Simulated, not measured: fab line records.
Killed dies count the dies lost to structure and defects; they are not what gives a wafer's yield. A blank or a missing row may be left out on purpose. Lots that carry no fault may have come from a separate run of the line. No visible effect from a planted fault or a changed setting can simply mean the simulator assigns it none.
What tool caused it? / flow berkeley_cmos170 / 14 lots, 42 wafers sampled, at 3 steps of a route of 331

## WHAT THE GAUGES SHOWED, per wafer
UCB170_M1_CD_MEAS_90: target cd 700 nm.
lot=L680; measured=day 7 15:46; on=cd_sem-01; cd_nm (nm)=701 709 699
lot=L682; measured=day 7 18:34; on=cd_sem-02; cd_nm (nm)=699 703 702
lot=L681; measured=day 7 18:53; on=cd_sem-01; cd_nm (nm)=701 704 701
lot=L683; measured=day 8 00:45; on=cd_sem-01; cd_nm (nm)=702 702 700
lot=L685; measured=day 8 17:11; on=cd_sem-02; cd_nm (nm)=702 703 696
lot=L686; measured=day 8 19:24; on=cd_sem-01; cd_nm (nm)=705 703 704
lot=L684; measured=day 8 20:22; on=cd_sem-02; cd_nm (nm)=699 703 702
lot=L687; measured=day 8 20:54; on=cd_sem-01; cd_nm (nm)=701 698 696
lot=L688; measured=day 9 02:22; on=cd_sem-01; cd_nm (nm)=701 705 704
lot=L695; measured=day 10 07:01; on=cd_sem-02; cd_nm (nm)=687 684 684
lot=L698; measured=day 10 18:35; on=cd_sem-02; cd_nm (nm)=701 700 700
lot=L697; measured=day 10 18:40; on=cd_sem-01; cd_nm (nm)=689 688 701
lot=L696; measured=day 10 18:46; on=cd_sem-01; cd_nm (nm)=710 710 711
lot=L702; measured=day 11 19:06; on=cd_sem-02; cd_nm (nm)=703 700 700

## WHICH TOOL RAN EACH LOT (tool, then ch and the chambers of the sampled wafers, then the start)
lot=L680; UCB170_M1_METAL_ETCH_12=rie_metal-01 ch 0,1, day 7 15:32; UCB170_M1_STRIP_13=plasma_asher-03 ch 0,1, day 7 15:40
lot=L682; UCB170_M1_METAL_ETCH_12=rie_metal-03 ch 1, day 7 18:19; UCB170_M1_STRIP_13=plasma_asher-01 ch 0,1, day 7 18:26
lot=L681; UCB170_M1_METAL_ETCH_12=rie_metal-04 ch 0,1, day 7 18:39; UCB170_M1_STRIP_13=plasma_asher-02 ch 0,1, day 7 18:47
lot=L683; UCB170_M1_METAL_ETCH_12=rie_metal-03 ch 0,1, day 8 00:30; UCB170_M1_STRIP_13=plasma_asher-03 ch 1, day 8 00:38
lot=L685; UCB170_M1_METAL_ETCH_12=rie_metal-04 ch 0,1, day 8 16:52; UCB170_M1_STRIP_13=plasma_asher-01 ch 0,1, day 8 16:59
lot=L686; UCB170_M1_METAL_ETCH_12=rie_metal-03 ch 0,1, day 8 19:10; UCB170_M1_STRIP_13=plasma_asher-02 ch 0,1, day 8 19:17
lot=L684; UCB170_M1_METAL_ETCH_12=rie_metal-01 ch 0,1, day 8 20:08; UCB170_M1_STRIP_13=plasma_asher-02 ch 0,1, day 8 20:16
lot=L687; UCB170_M1_METAL_ETCH_12=rie_metal-04 ch 0,1, day 8 20:39; UCB170_M1_STRIP_13=plasma_asher-03 ch 0,1, day 8 20:47
lot=L688; UCB170_M1_METAL_ETCH_12=rie_metal-03 ch 1, day 9 02:07; UCB170_M1_STRIP_13=plasma_asher-02 ch 1, day 9 02:15
lot=L695; UCB170_M1_METAL_ETCH_12=rie_metal-04 ch 1, day 10 06:47; UCB170_M1_STRIP_13=plasma_asher-01 ch 0, day 10 06:55
lot=L698; UCB170_M1_METAL_ETCH_12=rie_metal-03 ch 0,1, day 10 18:20; UCB170_M1_STRIP_13=plasma_asher-01 ch 0,1, day 10 18:28
lot=L697; UCB170_M1_METAL_ETCH_12=rie_metal-04 ch 0,1, day 10 18:25; UCB170_M1_STRIP_13=plasma_asher-02 ch 0,1, day 10 18:33
lot=L696; UCB170_M1_METAL_ETCH_12=rie_metal-01 ch 0, day 10 18:32; UCB170_M1_STRIP_13=plasma_asher-03 ch 0,1, day 10 18:40
lot=L702; UCB170_M1_METAL_ETCH_12=rie_metal-03 ch 0,1, day 11 18:52; UCB170_M1_STRIP_13=plasma_asher-01 ch 0,1, day 11 19:00
- UCB170_M1_METAL_ETCH_12: etches Al in Cl2/BCl3, stops on PSG, target depth 780 nm, time 130 s.
- UCB170_M1_STRIP_13: strips in O2.

## AS READ BY THE TOOLS THEMSELVES (means over the sampled wafers that have a number; for cases with no such wafer, the mark the record gives instead)
UCB170_M1_METAL_ETCH_12.
lot=L680; tool=rie_metal-01; bcl3_flow_sccm (sccm)=44.87; drypump_motor_current_A (A)=5.9; he_backside_leak_sccm (sccm)=3.36; oes_product_au (a.u.)=0.848; throttle_valve_pct (%)=24.7
lot=L682; tool=rie_metal-03; bcl3_flow_sccm (sccm)=45.18; drypump_motor_current_A (A)=6.3; he_backside_leak_sccm (sccm)=3.25; oes_product_au (a.u.)=0.869; throttle_valve_pct (%)=24.8
lot=L681; tool=rie_metal-04; bcl3_flow_sccm (sccm)=44.98; drypump_motor_current_A (A)=5.6; he_backside_leak_sccm (sccm)=3.94; oes_product_au (a.u.)=0.845; throttle_valve_pct (%)=24.2
lot=L683; tool=rie_metal-03; bcl3_flow_sccm (sccm)=45.02; drypump_motor_current_A (A)=6.4; he_backside_leak_sccm (sccm)=3.32; oes_product_au (a.u.)=0.863; throttle_valve_pct (%)=24.6
lot=L685; tool=rie_metal-04; bcl3_flow_sccm (sccm)=44.96; drypump_motor_current_A (A)=5.6; he_backside_leak_sccm (sccm)=3.17; oes_product_au (a.u.)=0.843; throttle_valve_pct (%)=24.2
lot=L686; tool=rie_metal-03; bcl3_flow_sccm (sccm)=45.12; drypump_motor_current_A (A)=6.4; he_backside_leak_sccm (sccm)=3.29; oes_product_au (a.u.)=0.854; throttle_valve_pct (%)=24.6
lot=L684; tool=rie_metal-01; bcl3_flow_sccm (sccm)=45.10; drypump_motor_current_A (A)=6.0; he_backside_leak_sccm (sccm)=3.49; oes_product_au (a.u.)=0.854; throttle_valve_pct (%)=24.4
lot=L687; tool=rie_metal-04; bcl3_flow_sccm (sccm)=45.11; drypump_motor_current_A (A)=6.2; he_backside_leak_sccm (sccm)=3.21; oes_product_au (a.u.)=0.864; throttle_valve_pct (%)=24.0
lot=L688; tool=rie_metal-03; bcl3_flow_sccm (sccm)=45.01; drypump_motor_current_A (A)=6.3; he_backside_leak_sccm (sccm)=3.37; oes_product_au (a.u.)=0.871; throttle_valve_pct (%)=24.8
lot=L695; tool=rie_metal-04; bcl3_flow_sccm (sccm)=45.04; drypump_motor_current_A (A)=6.8; he_backside_leak_sccm (sccm)=3.48; oes_product_au (a.u.)=0.738; throttle_valve_pct (%)=23.9
lot=L698; tool=rie_metal-03; bcl3_flow_sccm (sccm)=44.87; drypump_motor_current_A (A)=6.4; he_backside_leak_sccm (sccm)=3.36; oes_product_au (a.u.)=0.863; throttle_valve_pct (%)=24.6
lot=L697; tool=rie_metal-04; bcl3_flow_sccm (sccm)=44.99; drypump_motor_current_A (A)=6.2; he_backside_leak_sccm (sccm)=3.18; oes_product_au (a.u.)=0.770; throttle_valve_pct (%)=24.1
lot=L696; tool=rie_metal-01; bcl3_flow_sccm (sccm)=45.07; drypump_motor_current_A (A)=6.1; he_backside_leak_sccm (sccm)=3.50; oes_product_au (a.u.)=0.850; throttle_valve_pct (%)=24.2
lot=L702; tool=rie_metal-03; bcl3_flow_sccm (sccm)=45.07; drypump_motor_current_A (A)=6.3; he_backside_leak_sccm (sccm)=3.23; oes_product_au (a.u.)=0.872; throttle_valve_pct (%)=24.7

UCB170_M1_STRIP_13.
lot=L680; tool=plasma_asher-03; drypump_motor_current_A (A)=6.0; o2_flow_sccm (sccm)=399.6; oes_product_au (a.u.)=0.722
lot=L682; tool=plasma_asher-01; drypump_motor_current_A (A)=5.5; o2_flow_sccm (sccm)=401.0; oes_product_au (a.u.)=0.724
lot=L681; tool=plasma_asher-02; drypump_motor_current_A (A)=5.3; o2_flow_sccm (sccm)=398.6; oes_product_au (a.u.)=0.721
lot=L683; tool=plasma_asher-03; drypump_motor_current_A (A)=6.0; o2_flow_sccm (sccm)=399.1; oes_product_au (a.u.)=0.720
lot=L685; tool=plasma_asher-01; drypump_motor_current_A (A)=5.6; o2_flow_sccm (sccm)=400.1; oes_product_au (a.u.)=0.721
lot=L686; tool=plasma_asher-02; drypump_motor_current_A (A)=5.5; o2_flow_sccm (sccm)=399.1; oes_product_au (a.u.)=0.721
lot=L684; tool=plasma_asher-02; drypump_motor_current_A (A)=5.5; o2_flow_sccm (sccm)=398.7; oes_product_au (a.u.)=0.721
lot=L687; tool=plasma_asher-03; drypump_motor_current_A (A)=6.0; o2_flow_sccm (sccm)=400.1; oes_product_au (a.u.)=0.721
lot=L688; tool=plasma_asher-02; drypump_motor_current_A (A)=5.9; o2_flow_sccm (sccm)=400.5; oes_product_au (a.u.)=0.719
lot=L695; tool=plasma_asher-01; drypump_motor_current_A (A)=5.4; o2_flow_sccm (sccm)=401.1; oes_product_au (a.u.)=0.631
lot=L698; tool=plasma_asher-01; drypump_motor_current_A (A)=5.6; o2_flow_sccm (sccm)=400.2; oes_product_au (a.u.)=0.719
lot=L697; tool=plasma_asher-02; drypump_motor_current_A (A)=5.5; o2_flow_sccm (sccm)=400.0; oes_product_au (a.u.)=0.650
lot=L696; tool=plasma_asher-03; drypump_motor_current_A (A)=6.1; o2_flow_sccm (sccm)=400.3; oes_product_au (a.u.)=0.718
lot=L702; tool=plasma_asher-01; drypump_motor_current_A (A)=5.5; o2_flow_sccm (sccm)=400.4; oes_product_au (a.u.)=0.716

## THE ANSWER, worked out from the rows above alone
Rule: the lots themselves supply what counts as usual. The widest of any qualifying gaps counts: lots, ordered by their means at a reading, are off when they make up no more than a third of the lots, leave a main group of 4 or more, and stand apart from it by 3 or more times the standard deviation of that group's means. Not used: any main group whose means are identical at the precision the tables above print for the reading. Also off: a lot with no number at a reading for which 4 or more lots have one. All remaining lots with rows at the step are treated as sound. After the gauges, taken in route order, come the tools' own readings; for these a lot's mean is taken, as printed above. The first step at which some lot is off is used, and at that step the reading that is off furthest; a lot without a number counts as furthest.
Off: L695, L697, at UCB170_M1_METAL_ETCH_12 (oes_product_au). The main group: mean 0.858 a.u., standard deviation 0.0098.
A tool fits if, at that step or a process step before it, it ran every lot that is off, and no sound lot after the first of them. One fits: rie_metal-04 at UCB170_M1_METAL_ETCH_12. A fault onset in the window from L687 (day 8 20:39, its last sound lot) to L695 (day 10 06:47, its first lot off) fits.
On the lots that are off, the tool's own readings at UCB170_M1_METAL_ETCH_12 differ by more than 5 times the standard deviation of the sound lots' means, which bears it out; oes_product_au reads 0.754 a.u. there versus 0.858 a.u. on the sound lots.

## WHAT HAD BEEN PUT IN BY THE SIMULATOR
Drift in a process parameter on rie_metal-04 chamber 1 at UCB170_M1_METAL_ETCH_12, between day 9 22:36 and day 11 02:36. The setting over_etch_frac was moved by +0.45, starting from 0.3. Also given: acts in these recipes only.
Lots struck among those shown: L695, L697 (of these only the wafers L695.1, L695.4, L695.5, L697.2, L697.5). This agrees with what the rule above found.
